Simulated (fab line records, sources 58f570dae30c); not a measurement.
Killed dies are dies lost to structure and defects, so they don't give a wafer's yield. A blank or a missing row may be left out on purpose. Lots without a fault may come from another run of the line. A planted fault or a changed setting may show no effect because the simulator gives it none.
Chamber matching | flow berkeley_cmos170 | UCB170_CONTACT_ETCH_18 on rie_diel-02: 4 sister chambers
The step etches PSG in CHF3/CF4/Ar, stops on TiSi2, target depth 840 nm, time 195 s. 4 wafers are shown with their chamber, then 7 later ones without.

WAFERS WITH THEIR CHAMBER
wafer  | chamber | drypump_motor_current_A (A)
L874.3 | 0       | 5.63
L881.1 | 3       | 5.90
L881.3 | 2       | 5.63
L884.4 | 1       | 5.88

WAFERS WITHOUT THEIR CHAMBER
wafer  | drypump_motor_current_A (A)
L884.5 | 5.61
L888.3 | 5.65
L888.4 | 5.87
L888.6 | 5.92
L890.3 | 5.63
L890.4 | 5.63
L890.6 | 5.89

WHICH CHAMBER EACH WENT THROUGH
wafer  | from the rows above     | in truth
L884.5 | can't be placed: 0 or 2 | 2
L888.3 | can't be placed: 0 or 2 | 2
L888.4 | can't be placed: 1 or 3 | 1
L888.6 | can't be placed: 3 or 1 | 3
L890.3 | can't be placed: 0 or 2 | 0
L890.4 | can't be placed: 0 or 2 | 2
L890.6 | can't be placed: 1 or 3 | 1
Placed correctly: 0 of 7. Can't be placed from these rows: 7 (the true chamber is among the candidates in 7). Placed wrongly: 0.
How it was worked out, from the rows above alone: a wafer's distance from a chamber is the root of the sum, over the readings, of the square of ((its reading less the chamber's mean) divided by the reading's scatter). The wafer belongs to the nearest chamber; if the next one is less than 2 further off, it can't be placed. A chamber's mean is the mean of its shown wafers. The scatter: with one shown wafer a chamber, the root of the mean of the squares of how far each hidden wafer lies from its nearest shown one.
